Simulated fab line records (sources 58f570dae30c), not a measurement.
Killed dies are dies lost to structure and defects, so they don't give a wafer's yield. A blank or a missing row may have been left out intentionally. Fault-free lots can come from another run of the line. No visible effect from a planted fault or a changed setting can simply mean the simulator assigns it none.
Problem report, 8D (eight disciplines) form, completed by code / flow berkeleyCmos170 / the parts of the form that need people (team, actions taken, sign-off) are left out

1. WHAT IS WRONG
Mean of cdNm at UCB170_M3_CD_MEAS_15: 711.7 nm across 9 wafers in 3 lots; on wafers with no fault it is 700.2 nm (standard deviation 1.4). Measured from the usual mean, that is +8.2 standard deviations.
The step: target cd 700 nm.
Earliest sighting: wafer L743.2 on cdSem-01 at day 11 04:32. The record has a number at this step for 45 wafers belonging to 15 lots. By rule, "out" or "out of limits" means more than 4 standard deviations away from the usual mean. The rest of the wafers with a number are treated as sound.

2. WHAT IT IS AND WHAT IT IS NOT
question=which readings at this step | is=cdNm | is not=-
question=which lots | is=L743, L746, L748 | is not=L729, L730, L731, L732, L733, L734, L736, L738, L742, L747, L751, L752
question=which wafers of those lots | is=all that have a number | is not=-
question=read on which gauges | is=cdSem-01 | is not=cdSem-02
question=when | is=from day 11 04:32 | is not=up to then (24 sound wafers); but 12 sound wafers of L742, L747, L751, L752 came after

3. SUSPECTS, AND WHAT RULES EACH OUT
Counting: a tool at any process step up to the reading remains a suspect when it ran all the lots that are out and ran no sound lot after the first of those.
- the gauge at UCB170_M3_CD_MEAS_15 is ruled out. All the wafers that are out were read on cdSem-01, but those of them that UCB170_M3_EXPOSE_12 has rows for are out there too, on other tools.
- krfScanner-02 at UCB170_M3_EXPOSE_12 (exposes mask METAL3, target cd 700 nm): kept. It ran every lot that is out, first L743 (day 11 03:58), and no sound lot after that; its last sound lot up to then is L738 (day 9 14:45). Out on those wafers are its own readings of exposureDoseMJCm2.
Left after counting: krfScanner-02 at UCB170_M3_EXPOSE_12.

4. THE CAUSE (what the simulator had put in)
Process parameter drift: krfScanner-02, from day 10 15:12 on, at UCB170_M3_EXPOSE_12. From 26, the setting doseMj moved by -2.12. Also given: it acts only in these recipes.
Only this tool survived the counting.

5. SEQUENCE OF EFFECTS, ordered by route
One row per reading whose mean, taken over the struck wafers that have a number, lies over 3 standard deviations from the usual. Readings are gone through only where the record gives a usual standard deviation; hours: the median, over the lots, of the time from a lot's start at the first step in this table giving one to that lot's start at this step; sigmas: the change measured in usual standard deviations.
hours=0; step=UCB170_M3_EXPOSE_12; reading=exposureDoseMJCm2; usual=25.956; on struck wafers=24.239; change=-1.717; sigmas=-64
hours=1; step=UCB170_M3_CD_MEAS_15; reading=cdNm; usual=700.2 nm; on struck wafers=711.7; change=+11.5; sigmas=+8.2
It contains these process steps:
- UCB170_M3_EXPOSE_12: exposes mask METAL3, target cd 700 nm.

6. WHAT WOULD HAVE CAUGHT IT SOONER
In this record the first reading out of limits at a measuring or inspecting step was taken at day 11 04:32, 13 hours after the fault began at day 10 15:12.
At UCB170_M3_EXPOSE_12, the tool's own readings (exposureDoseMJCm2) were out on each struck wafer the step has a row for, so an alarm limit on them would have fired on the first such wafer.
Lots out: 3; of these, L746, L748 started UCB170_M3_EXPOSE_12 on krfScanner-02 after day 11 04:32. A hold on the tool at that time would have spared those 2.
